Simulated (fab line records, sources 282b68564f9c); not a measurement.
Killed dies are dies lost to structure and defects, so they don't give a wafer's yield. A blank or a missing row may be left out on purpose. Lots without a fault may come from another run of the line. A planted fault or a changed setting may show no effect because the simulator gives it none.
A struck lot beside a sound one | flow rit_cmos | 19 steps out of a route of 202
Sound: wafers L878.1, L878.2, L878.5. Struck: wafers L880.2, L880.4, L880.5. The cause comes at the end.
At each step with rows: each side's tool, then ch and its chambers, then its first start. Under that, the readings that differ: sound wafers | struck wafers | difference of the means | sigmas: that difference in standard deviations of wafers without a fault.
alike: readings whose means differ by less than 2 such deviations, and words and numbers that are the same on both sides. not compared: withheld readings, readings that some wafer has no value for, bounds like >300 that may hide the same value, and numbers for which the record gives no deviation and whose values overlap.
The two part at a step that has a row with sigmas, a row that says differs or no value, or rows on one side only. Numbers that don't overlap but have no deviation are shown without sigmas and don't part them. A reading that every wafer of one side lacks parts them only if that side has two wafers or more.

first, 3 steps without rows for these wafers: RIT_GATE_CLEAN_02 (cleans in dHF, time 30 s); RIT_GATE_CLEAN_03 (cleans in SC2, time 600 s); RIT_GATE_CLEAN_04 (cleans in dHF, time 60 s).
RIT_FOX2_THK_MEAS_91:
  sound on film_metro-01, day 3 15:52; struck on film_metro-01, day 4 03:33
  alike: FIELD_OXIDE_LEFT_2_THK
then, 2 steps without rows for these wafers: RIT_GATE_OXIDATION_05 (target thk 3 nm, ox time 270 s); RIT_GATE_ANNEAL_06 (time 600 s).
RIT_GATE_THK_MEAS_07:
  sound on film_metro-04, day 3 20:11; struck on film_metro-04, day 4 07:42
  alike: GATE_OXIDE_THK
then, 1 step without rows for these wafers: RIT_GATE_CVD_08 (deposits poly-Si from SiH4, target thk 250 nm, time 2220 s).
RIT_GATE_THK_MEAS_09:
  sound on film_metro-03, day 3 21:52; struck on film_metro-04, day 4 10:17
  alike: GATE_POLY_THK
then, 3 steps without rows for these wafers: RIT_GATE_HMDS_10 (prime time 60 s); RIT_GATE_COAT_11 (resist thk 850 nm); RIT_GATE_SOFTBAKE_12 (time 60 s).
RIT_GATE_EXPOSE_13: exposes mask M6, target cd 150 nm.
  sound on iline_stepper-02 ch 0, day 3 22:22; struck on iline_stepper-02 ch 0, day 4 10:48
  reading                      | sound             | struck            | difference | sigmas
  model.GATE.overlay_x_nm (nm) | 2.015 2.015 2.015 | 129.3 129.3 129.3 | +127.3     |
  alike: mask, stage_vel_mm_s
then, 2 steps without rows for these wafers: RIT_GATE_PEB_14; RIT_GATE_DEVELOP_15 (develop time 50 s).
RIT_GATE_CD_MEAS_16: target cd 150 nm.
  sound on cd_sem-01, day 3 22:46; struck on cd_sem-01, day 4 11:12
  alike: cd_nm
RIT_GATE_OVL_MEAS_17:
  sound on overlay-01, day 3 22:53; struck on overlay-01, day 4 11:19
  reading       | sound         | struck            | difference | sigmas
  GATE_OVL (nm) | -0.4 0.4 -0.5 | 130.1 129.6 128.9 | +129.7     | +93
then, 1 step without rows for these wafers: RIT_GATE_HARDBAKE_18 (time 60 s).
RIT_M1_PROBE_99:
  sound on prober-02, day 4 19:47; struck on prober-02, day 5 07:16
  reading                                                 | sound                | struck               | difference | sigmas
  killed_at_M0_to_M3                                      | 0 1 0                | 0 0 0                | +0         | -3
  killed_at_contacts                                      | 1 0 0                | 0 0 0                | +0         | -2
  model.etest.pldd.width_nm (nm)                          | 3176 3187 3196       | 3133 3120 3116       | -63        |
  model.etest.nldd.width_nm (nm)                          | 3174 3182 3196       | 3127 3144 3133       | -49        |
  model.etest.select_edge_diode_p.leak_log10_a (angstrom) | -10.38 -10.58 -10.36 | -8.002 -8.033 -8.223 | +2.354     |
  model.etest.select_edge_diode_n.leak_log10_a (angstrom) | -9.7 -9.892 -9.959   | -7.351 -7.378 -7.494 | +2.443     |
  model.etest.gate_end_array.leak_log10_a_um              | -12.86 -12.92 -12.88 | -12.21 -12.22 -12.06 | +0.72      |
  alike: killed_at_front_end, killed_dies, killed_on_rim, killed_open, killed_short

WHERE THEY PART
First at RIT_GATE_OVL_MEAS_17; last, within this record, at RIT_M1_PROBE_99.

WHY: what the simulator had put in
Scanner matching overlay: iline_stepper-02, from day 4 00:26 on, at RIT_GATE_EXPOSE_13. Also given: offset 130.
